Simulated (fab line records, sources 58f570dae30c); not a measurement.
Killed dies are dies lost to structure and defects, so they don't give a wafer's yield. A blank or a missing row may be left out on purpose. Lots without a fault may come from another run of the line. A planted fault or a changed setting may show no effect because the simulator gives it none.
Which tool did it? | flow berkeley_cmos170 | 14 lots, 42 wafers sampled, at 4 steps of a route of 331

WHAT THE GAUGES READ, wafer by wafer
UCB170_START_BOW_MEAS_00. Usual: INCOMING_BOW 0 um, standard deviation 6.8.
lot  | measured    | on            | INCOMING_BOW (um) | flag
L265 | day 1 15:00 | film_metro-02 | -6 -15 6          |
L266 | day 1 20:00 | film_metro-03 | -11 -8 -13        |
L267 | day 2 01:00 | film_metro-04 | 1 6 13            |
L268 | day 2 06:00 | film_metro-04 | 1 8 5             |
L269 | day 2 11:01 | film_metro-02 | -1 -1 -2          |
L271 | day 2 21:01 | film_metro-02 | 2 -4 -1           |
L272 | day 3 02:00 | film_metro-04 | 1 3 -6            |
L273 | day 3 07:01 | film_metro-03 | 5 -9 -1           |
L274 | day 3 12:02 | film_metro-02 | 8 3 -5            |
L277 | day 4 03:01 | film_metro-02 | 1 -1 1            |
L278 | day 4 08:04 | film_metro-04 | 10 8 0            |
L281 | day 4 23:00 | film_metro-04 | -1 -6 -11         |
L283 | day 5 09:00 | film_metro-04 | -9 -2 -10         |
L287 | day 6 05:01 | film_metro-02 | -3 7 -12          |

UCB170_PWELL_THK_MEAS_03. Usual: PWELL_OXIDE_THK 26.2 nm, standard deviation 0.51.
lot  | measured    | on            | PWELL_OXIDE_THK (nm) | flag
L265 | day 3 05:46 | film_metro-02 | 26.6 26.2 26.5       |
L266 | day 3 16:34 | film_metro-01 | 26.7 26.4 26.5       |
L267 | day 3 16:34 | film_metro-02 | 26.4 26.2 26.3       |
L268 | day 3 22:44 | film_metro-04 | 26.7 26.9 26.9       |
L269 | day 3 22:44 | film_metro-02 | 26.2 25.4 25.9       |
L271 | day 4 10:53 | film_metro-01 | 26.2 26.5 26.0       |
L272 | day 4 17:36 | film_metro-02 | 26.1 25.6 26.3       |
L273 | day 5 00:35 | film_metro-04 | 27.3 27.1 26.7       |
L274 | day 5 00:35 | film_metro-01 | 27.1 27.3 27.0       |
L277 | day 5 17:54 | film_metro-04 | 25.6 25.8 25.7       |
L278 | day 6 02:50 | film_metro-02 | 25.8 26.2 26.0       |
L281 | day 6 10:59 | film_metro-02 | 26.0 25.7 25.9       |
L283 | day 7 06:24 | film_metro-04 | 25.2 25.8 25.6       |
L287 | day 8 12:34 | film_metro-01 | 26.5 26.2 27.0       |

UCB170_GATE_CD_MEAS_12: target cd 350 nm. Usual: cd_nm 350.6 nm, standard deviation 1.4.
lot  | measured     | on        | cd_nm (nm)        | flag
L265 | day 7 18:29  | cd_sem-01 | 350.6 350.8 349.5 |
L266 | day 8 06:50  | cd_sem-02 | 348.5 349.6 348.2 |
L267 | day 8 07:26  | cd_sem-02 | 351.4 349.7 352.2 |
L268 | day 8 07:05  | cd_sem-01 | 350.9 351.8 351.5 |
L269 | day 8 07:17  | cd_sem-02 | 349.5 350.6 349.4 |
L271 | day 8 18:03  | cd_sem-01 | 352.3 351.3 351.0 |
L272 | day 9 08:04  | cd_sem-02 | 350.9 351.5 350.7 |
L273 | day 9 12:41  | cd_sem-01 | 350.0 349.3 349.0 |
L274 | day 9 12:54  | cd_sem-02 | 352.3 353.1 352.8 |
L277 | day 10 02:05 | cd_sem-01 | 352.4 349.7 351.5 |
L278 | day 10 02:32 | cd_sem-02 | 350.7 351.1 350.5 |
L281 | day 11 02:31 | cd_sem-02 | 350.2 349.1 349.5 |
L283 | day 11 18:09 | cd_sem-02 | 349.8 349.6 350.6 |
L287 | day 12 15:43 | cd_sem-02 | 350.8 353.5 351.5 |

WHICH TOOL RAN EACH LOT (tool, then ch and the chambers of the sampled wafers, then the start)
lot  | UCB170_NWELL_WET_ETCH_00
L265 | wet_bench-02 ch 0, day 2 04:49
L266 | wet_bench-03 ch 0, day 2 11:44
L267 | wet_bench-03 ch 1, day 2 11:44
L268 | wet_bench-03 ch 2, day 2 19:35
L269 | wet_bench-02 ch 3, day 3 00:01
L271 | wet_bench-03 ch 0, day 3 09:45
L272 | wet_bench-03 ch 3, day 3 14:14
L273 | wet_bench-02 ch 1, day 3 21:06
L274 | wet_bench-03 ch 1, day 4 01:31
L277 | wet_bench-04 ch 3, day 4 16:35
L278 | wet_bench-02 ch 1, day 5 00:11
L281 | wet_bench-03 ch 3, day 5 07:37
L283 | wet_bench-03 ch 3, day 6 01:14
L287 | wet_bench-02 ch 1, day 7 01:13
- UCB170_NWELL_WET_ETCH_00: etches SiO2 in dHF, time 200 s.

WHAT THE TOOLS THEMSELVES READ (means of the sampled wafers that have a number; where no wafer has one, the mark that the record gives instead)
UCB170_NWELL_WET_ETCH_00. Usual: bath_heat_duty_pct 6.5 %, standard deviation 0.93; run_length_s 226.2 s, standard deviation 2.1.
lot  | tool         | bath_heat_duty_pct (%) | run_length_s (s) | flag
L265 | wet_bench-02 | 5.7                    | 224.4            |
L266 | wet_bench-03 | 5.6                    | 225.0            |
L267 | wet_bench-03 | 8.0                    | 226.4            |
L268 | wet_bench-03 | 5.7                    | 224.1            |
L269 | wet_bench-02 | 6.5                    | 226.0            |
L271 | wet_bench-03 | 5.9                    | 224.0            |
L272 | wet_bench-03 | 6.9                    | 227.3            |
L273 | wet_bench-02 | 6.7                    | 225.7            |
L274 | wet_bench-03 | 7.9                    | 226.2            |
L277 | wet_bench-04 | -                      | -                | OFF
L278 | wet_bench-02 | -                      | -                | OFF
L281 | wet_bench-03 | 6.2                    | 225.1            |
L283 | wet_bench-03 | 6.1                    | 225.1            |
L287 | wet_bench-02 | 7.0                    | 225.3            |

THE ANSWER, worked out from the rows above alone
Rule: a lot is off if the mean of its wafers that have a number lies more than 3 standard deviations from the usual mean. A lot without any number at a reading at which 4 lots or more have one is off too. The other lots that the step has rows for count as sound. The gauges are gone through in route order, then the tools' own readings, and for those a lot's mean is taken as printed above. The first step at which some lot is off is used, and at that step the reading that is off furthest; a lot without a number counts as furthest.
Off: L277, L278, at UCB170_NWELL_WET_ETCH_00 (bath_heat_duty_pct). Without a number there: L277, L278.
A tool fits if, at that step or a process step before it, it ran every lot that is off, and no sound lot after the first of them. None of those tried fits.

WHAT THE SIMULATOR HAD PUT IN
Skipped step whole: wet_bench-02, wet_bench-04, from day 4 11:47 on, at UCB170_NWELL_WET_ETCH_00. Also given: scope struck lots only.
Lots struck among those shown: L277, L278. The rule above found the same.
